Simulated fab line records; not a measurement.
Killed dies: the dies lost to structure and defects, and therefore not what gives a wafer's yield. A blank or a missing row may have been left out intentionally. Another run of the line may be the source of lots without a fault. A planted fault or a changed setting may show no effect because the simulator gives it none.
fab line records + flow rit-cmos
record
- lots=6
- wafers=18
- last-day=7
route steps=202 shown PRETRO@69 GATE@75 FOX2@80 M1@202
lots untouched by any fault: they come from a run of this same line in which no faults occurred
start-h: start of the lot's first displayed wafer, in hours after the record's first day + wait-h: hours since the lot's step before + " unchanged from the row above + L1.1+2: several wafers, shown together as one row + - value missing, or start not given + * or withheld: withheld + < > ~ a bound
route shown NAME@n: NAME is a module with steps in the file, n the number in the route of the first one + usual: the fault-free wafers' mean and standard deviation + same: alike in all rows + chamber/n: place in a boat + sites: each site's reading + _std_site: the standard deviation of these + _edge_site: mean of outer sites minus mean of inner sites + radius-mm: how far each site lies from the wafer's centre + mask NAME#n: copy n + behind: the last tool/chamber to shape the wafer + hold: the reason the lot was held/the length of the hold in hours/how it ended + device: which transistor (n, p or np) failed to switch + end of line: at the end of the route, the tests of the same wafers + step lacking rows: just its recipe + killed: not the wafer's yield, but the dies lost to structure and defects at the first sort + map: a wafer's dies, x killed, . not, _ none there
set.NAME: the setting as run; set.NAME@STEP: as run at that earlier step + model.NAME: the simulator's own value behind a step, which no gauge read
lots at some steps of the route; a table a step, a row a wafer
services: from which hour (start-h, from the record's first day; less than 0 if before it) a tool's chamber was out of use, for how many hours, and why
## steps
# step RIT_PRETRO_DEVELOP_05
# recipe
- resist=NOVOLAK
- develop-time-s=68
- dev-temp-c=23
# step RIT_PRETRO_OVL_MEAS_06
# usual
- PRETRO_OVL=-0.5/1.1
| lot.wafer | tool       | chamber | start-h | wait-h | PRETRO_OVL[nm] |
|-----------|------------|---------|---------|--------|----------------|
| L774.4    | overlay-01 | -       | 45.86   | -      | 0.3            |
| L774.5    | "          | -       | "       | "      | 0.4            |
| L774.6    | "          | -       | "       | "      | 0.7            |
| L780.3    | overlay-01 | -       | 81.87   | -      | 0.5            |
| L780.5    | "          | -       | "       | "      | 0.5            |
| L780.6    | "          | -       | "       | "      | 1.2            |
| L782.3    | overlay-01 | -       | 92.75   | -      | -0.1           |
| L782.5    | "          | -       | "       | "      | -0.5           |
| L782.6    | "          | -       | "       | "      | -1.5           |
| L783.1    | overlay-02 | -       | 95.42   | -      | 0.6            |
| L783.4    | "          | -       | "       | "      | 0.8            |
| L783.6    | "          | -       | "       | "      | 0.0            |
| L784.1    | overlay-02 | -       | 98.01   | -      | 0.2            |
| L784.3    | "          | -       | "       | "      | -0.7           |
| L784.6    | "          | -       | "       | "      | -2.0           |
| L792.2    | overlay-01 | -       | 137.47  | -      | -0.7           |
| L792.4    | "          | -       | "       | "      | -0.9           |
| L792.6    | "          | -       | "       | "      | 0.4            |
# step RIT_PRETRO_HARDBAKE_07
# recipe
- resist=NOVOLAK
- temp-c=140
- time-s=120
# step RIT_PRETRO_IMPLANT_08
# recipe
- species=B
- energy-kev=45
- dose-cm2=1.223e+13
- tilt-deg=7
# step RIT_PRETRO_STRIP_09
# recipe
- chemistry=O2
- time-s=180
- resist=NOVOLAK
- platen-temp-c=withheld
- power-w=500
- pressure-mtorr=4000
- o2-flow-sccm=4000
# usual
- drypump-motor-current-A=5.9/0.46
| lot.wafer | tool            | chamber | start-h | wait-h | drypump-motor-current-A | rf-hours-counter-h |
|-----------|-----------------|---------|---------|--------|-------------------------|--------------------|
| L774.4    | plasma-asher-03 | 1       | 46.34   | 0.1    | 5.5                     | -                  |
| L774.5    | "               | 0       | "       | "      | 5.5                     | -                  |
| L774.6    | "               | 1       | "       | "      | 5.5                     | -                  |
| L780.3    | plasma-asher-02 | 1       | 82.35   | 0.1    | 6.6                     | -                  |
| L780.5    | "               | 1       | "       | "      | 6.5                     | -                  |
| L780.6    | "               | 0       | "       | "      | 5.7                     | -                  |
| L782.3    | plasma-asher-02 | 1       | 93.27   | 0.1    | 6.6                     | -                  |
| L782.5    | "               | 1       | "       | "      | 6.5                     | -                  |
| L782.6    | "               | 0       | "       | "      | 5.6                     | -                  |
| L783.1    | plasma-asher-02 | 0       | 95.85   | 0.1    | 5.7                     | 45                 |
| L783.4    | "               | 0       | "       | "      | 5.7                     | -                  |
| L783.6    | "               | 0       | "       | "      | 5.6                     | -                  |
| L784.1    | plasma-asher-03 | 1       | 98.81   | 0.1    | 5.5                     | 32                 |
| L784.3    | "               | 1       | "       | "      | 5.5                     | -                  |
| L784.6    | "               | 1       | "       | "      | 5.5                     | -                  |
| L792.2    | plasma-asher-02 | 1       | 137.90  | 0.1    | 6.6                     | 50                 |
| L792.4    | "               | 0       | "       | "      | 5.7                     | -                  |
| L792.6    | "               | 0       | "       | "      | 5.7                     | -                  |
# step RIT_PRETRO_TW_MEAS_10
# usual
- PRETRO_TW=476.5/2.9
| lot.wafer | tool          | chamber | start-h | wait-h | PRETRO_TW |
|-----------|---------------|---------|---------|--------|-----------|
| L774.4    | film-metro-04 | -       | 46.48   | 0.1    | 479.9     |
| L774.5    | "             | -       | "       | "      | 480.4     |
| L774.6    | "             | -       | "       | "      | 479.8     |
| L780.3    | film-metro-04 | -       | 82.49   | 0.1    | 476.3     |
| L780.5    | "             | -       | "       | "      | 477.9     |
| L780.6    | "             | -       | "       | "      | 474.6     |
| L782.3    | film-metro-02 | -       | 93.41   | 0.1    | 470.9     |
| L782.5    | "             | -       | "       | "      | 472.9     |
| L782.6    | "             | -       | "       | "      | 473.4     |
| L783.1    | film-metro-02 | -       | 96.03   | 0.1    | 476.6     |
| L783.4    | "             | -       | "       | "      | 473.0     |
| L783.6    | "             | -       | "       | "      | 476.1     |
| L784.1    | film-metro-02 | -       | 98.99   | 0.1    | 479.6     |
| L784.3    | "             | -       | "       | "      | 475.4     |
| L784.6    | "             | -       | "       | "      | 477.2     |
| L792.2    | film-metro-02 | -       | 138.08  | 0.1    | 478.0     |
| L792.4    | "             | -       | "       | "      | 478.3     |
| L792.6    | "             | -       | "       | "      | 477.1     |
# step RIT_GATE_WET_ETCH_00
# recipe
- chemistry=BOE
- target=SiO2
- target-depth-nm=56
- time-s=60
- dry=n2-spin
- dilution=10:1
- temp-c=21.5
# step RIT_GATE_CLEAN_01
# recipe
- chemistry=SC1
- mix=3:3:50
- time-s=600
- temp-c=75
# step RIT_GATE_CLEAN_02
# recipe
- chemistry=dHF
- dilution=50:1
- time-s=30
# step RIT_GATE_CLEAN_03
# recipe
- chemistry=SC2
- mix=3:3:50
- time-s=600
- temp-c=75
- dry=n2-spin
# step RIT_GATE_CLEAN_04
# recipe
- chemistry=dHF
- dilution=50:1
- time-s=60
- dry=n2-spin
# step RIT_FOX2_THK_MEAS_91
# recipe
- reads=SiO2_of_FOX2_OXIDATION_00
# usual
- FIELD_OXIDE_LEFT_2_THK=254/7.8
| lot.wafer | tool          | chamber | start-h | wait-h | FIELD_OXIDE_LEFT_2_THK[nm] |
|-----------|---------------|---------|---------|--------|----------------------------|
| L774.4    | film-metro-01 | -       | 46.96   | 0.0    | 243                        |
| L774.5    | "             | -       | "       | "      | 243                        |
| L774.6    | "             | -       | "       | "      | 244                        |
| L780.3    | film-metro-01 | -       | 82.97   | 0.0    | 267                        |
| L780.5    | "             | -       | "       | "      | 270                        |
| L780.6    | "             | -       | "       | "      | 270                        |
| L782.3    | film-metro-02 | -       | 93.88   | 0.0    | 258                        |
| L782.5    | "             | -       | "       | "      | 253                        |
| L782.6    | "             | -       | "       | "      | 252                        |
| L783.1    | film-metro-01 | -       | 96.52   | 0.0    | 246                        |
| L783.4    | "             | -       | "       | "      | 252                        |
| L783.6    | "             | -       | "       | "      | 253                        |
| L784.1    | film-metro-04 | -       | 99.48   | 0.0    | 256                        |
| L784.3    | "             | -       | "       | "      | 253                        |
| L784.6    | "             | -       | "       | "      | 252                        |
| L792.2    | film-metro-01 | -       | 138.56  | 0.0    | 255                        |
| L792.4    | "             | -       | "       | "      | 263                        |
| L792.6    | "             | -       | "       | "      | 264                        |
# step RIT_GATE_OXIDATION_05
# recipe
- temp-c=900
- ambient=O2
- target-thk-a=30
- ox-time-s=270
# usual
- tube_center_temp_C_max=902.3/0.41
| lot.wafer | tool       | chamber | start-h | wait-h | tube_center_temp_C_max | model.SiO2_of_GATE_OXIDATION_05.thk-nm |
|-----------|------------|---------|---------|--------|------------------------|----------------------------------------|
| L774.4    | furnace-03 | 0       | 47.26   | 0.3    | 902.5                  | 2.937                                  |
| L774.5    | "          | 0       | "       | "      | 902.1                  | 2.98                                   |
| L774.6    | "          | 0       | "       | "      | 902.4                  | 3.026                                  |
| L780.3    | furnace-04 | 0       | 83.01   | 0.0    | 902.5                  | 3.053                                  |
| L780.5    | "          | 0       | "       | "      | 902.7                  | 2.997                                  |
| L780.6    | "          | 0       | "       | "      | 902.2                  | 3.064                                  |
| L782.3    | furnace-03 | 0       | 95.02   | 1.1    | 902.6                  | 2.941                                  |
| L782.5    | "          | 0       | "       | "      | 902.3                  | 2.998                                  |
| L782.6    | "          | 0       | "       | "      | 902.6                  | 3.003                                  |
| L783.1    | furnace-04 | 0       | 96.58   | 0.1    | 902.0                  | 2.155                                  |
| L783.4    | "          | 0       | "       | "      | 901.9                  | 2.189                                  |
| L783.6    | "          | 0       | "       | "      | 902.7                  | 2.166                                  |
| L784.1    | furnace-04 | 0       | 99.54   | 0.1    | 902.0                  | 2.05                                   |
| L784.3    | "          | 0       | "       | "      | 902.6                  | 2.017                                  |
| L784.6    | "          | 0       | "       | "      | 902.4                  | 2.068                                  |
| L792.2    | furnace-01 | 0       | 138.87  | 0.3    | 902.5                  | 3.056                                  |
| L792.4    | "          | 0       | "       | "      | 902.3                  | 3.062                                  |
| L792.6    | "          | 0       | "       | "      | 902.0                  | 3.116                                  |
# step RIT_GATE_ANNEAL_06
# recipe
- temp-c=900
- time-s=600
- ambient=N2O
# step RIT_GATE_THK_MEAS_07
# recipe
- reads=SiO2_of_GATE_OXIDATION_05
# usual
- GATE_OXIDE_THK=2.98/0.062
| lot.wafer | tool          | chamber | start-h | wait-h | GATE_OXIDE_THK[nm] |
|-----------|---------------|---------|---------|--------|--------------------|
| L774.4    | film-metro-04 | -       | 53.17   | 0.0    | 2.93               |
| L774.5    | "             | -       | "       | "      | 3.01               |
| L774.6    | "             | -       | "       | "      | 3.04               |
| L780.3    | film-metro-02 | -       | 85.43   | 0.0    | 3.05               |
| L780.5    | "             | -       | "       | "      | 2.96               |
| L780.6    | "             | -       | "       | "      | 3.05               |
| L782.3    | film-metro-02 | -       | 96.56   | 0.0    | 2.95               |
| L782.5    | "             | -       | "       | "      | 2.94               |
| L782.6    | "             | -       | "       | "      | 3.04               |
| L783.1    | film-metro-04 | -       | 97.91   | 0.0    | 2.12               |
| L783.4    | "             | -       | "       | "      | 2.14               |
| L783.6    | "             | -       | "       | "      | 2.20               |
| L784.1    | film-metro-02 | -       | 102.82  | 0.0    | 2.05               |
| L784.3    | "             | -       | "       | "      | 2.01               |
| L784.6    | "             | -       | "       | "      | 2.05               |
| L792.2    | film-metro-04 | -       | 140.36  | 0.0    | 3.05               |
| L792.4    | "             | -       | "       | "      | 3.06               |
| L792.6    | "             | -       | "       | "      | 3.10               |
# step RIT_GATE_CVD_08
# recipe
- material=poly-Si
- target-thk-nm=250
- temp-c=610
- precursor=SiH4
- time-s=2220
- pressure-mtorr=300
- sih4-flow-sccm=100
# step RIT_M1_PROBE_99
# usual
- killed-at-contacts=0.0/0.2
- killed-at-front-end=6.8/3
- killed-dies=6.9/3
- killed-on-rim=1.9/1.5
- killed-open=3.3/1.9
- killed-short=3.6/1.9
# same
- gross-dies=264
- killed_at_M0_to_M3=0
- killed_at_M4_up=0
- killed-at-back-side=0
- killed-at-other=0
| lot.wafer | tool      | chamber | start-h | wait-h | killed-at-contacts | killed-at-front-end | killed-dies | killed-on-rim | killed-open | killed-short |
|-----------|-----------|---------|---------|--------|--------------------|---------------------|-------------|---------------|-------------|--------------|
| L774.4    | prober-01 | -       | 80.85   | 0.2    | 0                  | 8                   | 8           | 4             | 4           | 4            |
| L774.5    | prober-01 | -       | 80.90   | 0.2    | 0                  | 1                   | 1           | 0             | 0           | 1            |
| L774.6    | prober-01 | -       | 80.95   | 0.2    | 0                  | 5                   | 5           | 0             | 3           | 2            |
| L780.3    | prober-02 | -       | 109.31  | 0.2    | 0                  | 10                  | 10          | 1             | 7           | 3            |
| L780.5    | prober-02 | -       | 109.41  | 0.2    | 0                  | 7                   | 7           | 2             | 5           | 2            |
| L780.6    | prober-02 | -       | 109.46  | 0.2    | 0                  | 9                   | 9           | 1             | 7           | 2            |
| L782.3    | prober-01 | -       | 120.04  | 0.2    | 0                  | 5                   | 5           | 1             | 3           | 2            |
| L782.5    | prober-01 | -       | 120.14  | 0.2    | 0                  | 9                   | 9           | 2             | 4           | 5            |
| L782.6    | prober-01 | -       | 120.19  | 0.2    | 0                  | 9                   | 9           | 6             | 6           | 3            |
| L783.1    | prober-02 | -       | 122.34  | 0.1    | 0                  | 9                   | 9           | 2             | 4           | 5            |
| L783.4    | prober-02 | -       | 122.49  | 0.2    | 1                  | 5                   | 6           | 2             | 3           | 3            |
| L783.6    | prober-02 | -       | 122.59  | 0.2    | 0                  | 8                   | 8           | 3             | 5           | 3            |
| L784.1    | prober-01 | -       | 128.27  | 0.1    | 0                  | 8                   | 8           | 1             | 1           | 7            |
| L784.3    | prober-01 | -       | 128.37  | 0.2    | 0                  | 4                   | 4           | 1             | 2           | 2            |
| L784.6    | prober-01 | -       | 128.52  | 0.2    | 1                  | 10                  | 11          | 4             | 4           | 7            |
| L792.2    | prober-01 | -       | 166.18  | 0.1    | 0                  | 6                   | 6           | 3             | 3           | 3            |
| L792.4    | prober-01 | -       | 166.28  | 0.2    | 0                  | 6                   | 6           | 1             | 3           | 3            |
| L792.6    | prober-01 | -       | 166.38  | 0.2    | 0                  | 2                   | 2           | 1             | 1           | 1            |
# killed by level:class
L774.4 GATE:geometric-particle:open=2 SILICIDE:geometric-particle:short=2 SILICIDE:geometric-particle:open=2 FOX2:geometric-particle:short=1 GATE:geometric-particle:short=1
L774.5 FOX1:geometric-particle:short=1
L774.6 FOX1:geometric-particle:open=1 GATE:geometric-particle:short=1 REOX:geometric-particle:short=1 SPACER:geometric-particle:open=1 SILICIDE:geometric-particle:open=1
L780.3 REOX:geometric-particle:open=3 GATE:geometric-particle:short=2 FOX2:geometric-particle:open=1 GATE:geometric-particle:open=1 SPACER:geometric-particle:open=1 SPACER:geometric-particle:short=1 SILICIDE:geometric-particle:open=1
L780.5 FOX1:geometric-particle:open=2 GATE:geometric-particle:open=2 GATE:geometric-particle:short=1 REOX:geometric-particle:open=1 SILICIDE:geometric-particle:short=1
L780.6 GATE:geometric-particle:open=3 REOX:geometric-particle:open=3 FOX1:geometric-particle:short=1 GATE:geometric-particle:short=1 SILICIDE:geometric-particle:open=1
L782.3 GATE:geometric-particle:open=2 FOX1:geometric-particle:open=1 FOX1:geometric-particle:short=1 GATE:geometric-particle:short=1
L782.5 GATE:geometric-particle:short=4 FOX2:geometric-particle:open=2 GATE:geometric-particle:open=2 SPACER:geometric-particle:short=1
L782.6 GATE:geometric-particle:open=4 GATE:geometric-particle:short=2 FOX1:geometric-particle:open=1 FOX2:geometric-particle:short=1 SPACER:geometric-particle:open=1
L783.1 GATE:geometric-particle:short=2 REOX:geometric-particle:open=2 FOX2:geometric-particle:short=1 GATE:geometric-particle:open=1 REOX:geometric-particle:short=1 SPACER:geometric-particle:open=1 SILICIDE:geometric-particle:short=1
L783.4 GATE:geometric-particle:open=2 FOX1:geometric-particle:open=1 SPACER:geometric-particle:short=1 SILICIDE:geometric-particle:short=1 CONTACT:geometric-particle:short=1
L783.6 SILICIDE:geometric-particle:open=4 SPACER:geometric-particle:short=2 GATE:geometric-particle:open=1 SILICIDE:geometric-particle:short=1
L784.1 REOX:geometric-particle:short=3 GATE:geometric-particle:short=2 FOX1:geometric-particle:open=1 FOX2:geometric-particle:short=1 SPACER:geometric-particle:short=1
L784.3 GATE:geometric-particle:open=2 GATE:geometric-particle:short=1 REOX:geometric-particle:short=1
L784.6 FOX2:geometric-particle:short=3 FOX2:geometric-particle:open=2 GATE:geometric-particle:short=2 GATE:geometric-particle:open=1 REOX:geometric-particle:short=1 SILICIDE:geometric-particle:short=1 CONTACT:geometric-particle:open=1
L792.2 FOX2:geometric-particle:open=2 FOX1:geometric-particle:short=1 FOX1:geometric-particle:open=1 GATE:geometric-particle:short=1 REOX:geometric-particle:short=1
L792.4 GATE:geometric-particle:open=3 FOX1:geometric-particle:short=1 GATE:geometric-particle:short=1 SPACER:geometric-particle:short=1
L792.6 GATE:geometric-particle:open=1 REOX:geometric-particle:short=1
## services
| tool       | chamber | start-h | hours | kind |
|------------|---------|---------|-------|------|
| furnace-03 | -       | 43.44   | 3.8   | pm   |
| furnace-01 | -       | 48.56   | 2.7   | pm   |
| furnace-03 | -       | 112.27  | 1.0   | pm   |
## key
first-sign
- step=RIT_GATE_THK_MEAS_07
- reading=GATE_OXIDE_THK
- direction=down
- sigmas=14
- usual=2.98
- struck=2.10
effect none on later readings
model-effect
- step=RIT_GATE_OXIDATION_05
- value=SiO2_of_GATE_OXIDATION_05.thk-nm
- without=2.992
- struck=2.107
met-at RIT_GATE_OXIDATION_05
struck-wafers L783.1,L783.4,L783.6,L784.1,L784.3,L784.6
tester-left-out L783,L784
onset-between 83.01 96.58
fault
- kind=process-parameter-drift
- tool=furnace-04
- chamber=-
- onset-h=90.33
- steps=RIT_GATE_OXIDATION_05
- channel=ox-time-s
- offset=*
- shape=step
- end-h=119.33
- acts-in=*
- stated=*
# tester-left-out: of these lots the tester's yield and bins aren't shown, on N5 and GAA mostly nor the transistor test; their killed dies are dies lost to structure and defects alone, not to doping, threshold or leakage, so they don't give the yield
